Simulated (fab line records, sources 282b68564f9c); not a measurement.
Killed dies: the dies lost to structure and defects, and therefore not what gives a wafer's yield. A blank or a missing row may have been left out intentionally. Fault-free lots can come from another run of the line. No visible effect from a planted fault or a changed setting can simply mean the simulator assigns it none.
Problem report in the 8D (eight disciplines) form, filled by code -- flow rit cmos -- the parts of the form that need people (team, actions taken, sign-off) are left out

== 1. THE PROBLEM ==
At RIT_NLDD_DEVELOP_05, developer temp C averages 25.37 C over 6 wafers from 2 lots, while fault-free wafers read 23.00 C, standard deviation 0.11. Measured from the usual mean, that is +22 standard deviations.
The step: develop time 50 s.
Seen first at day 5 14:00 on litho track-03, wafer L894.2. Wafers with a number at this step in the record: 42, from 14 lots. Rule for "out" (also "out of limits"): further than 4 standard deviations from the usual mean. All remaining wafers that have a number are taken as sound.

== 2. WHAT IT IS, AND WHAT IT ISN'T ==
question,is,is not
which readings at this step,developer temp C,-
which lots,"L894, L896","L881, L882, L883, L884, L885, L886, L899, L900, L901, L902, L903, L904"
which wafers of those lots,all that have a number,-
read on which tools,litho track-03,"litho track-01, litho track-02"
when,from day 5 14:00,"up to then (18 sound wafers); but 18 sound wafers of L899, L900, L901, L902, L903, L904 came after"

== 3. WHAT RULES OUT EACH SUSPECT ==
Counting: a tool stays on the suspect list if, at a process step up to the reading, it processed all lots that are out and no sound lot following the first of them.
- litho track-03 at RIT_NLDD_DEVELOP_05 (develop time 50 s): kept. It ran every lot that is out, first L894 (day 5 14:00), and no sound lot after that; its last sound lot up to then is L886 (day 4 00:00). Its own developer temp C readings are out on those wafers.
After counting, what remains is litho track-03 at RIT_NLDD_DEVELOP_05.

== 4. THE CAUSE (what the simulator had put in) ==
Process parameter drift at RIT_NLDD_DEVELOP_05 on litho track-03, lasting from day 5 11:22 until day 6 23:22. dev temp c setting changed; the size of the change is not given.
Counting left only this tool.

== 5. THE EFFECT CHAIN, in route order ==
Rows list readings where the struck wafers' mean (over those with a number) sits beyond 3 standard deviations from the usual. Readings are gone through only where the record gives a usual standard deviation; hours: the median, over the lots, of the time from a lot's start at the first step in this table giving one to that lot's start at this step; sigmas: the change measured in usual standard deviations.
hours,step,reading,usual,on struck wafers,change,sigmas
0,RIT_NLDD_DEVELOP_05,developer temp C,23.00 C,25.37,+2.37,+22
Here are the process steps it includes:
- RIT_NLDD_DEVELOP_05: develop time 50 s.

== 6. HOW IT WOULD HAVE BEEN CAUGHT EARLIER ==
In this record no reading fell out of limits until day 5 14:00, 3 hours after the fault had begun at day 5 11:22.
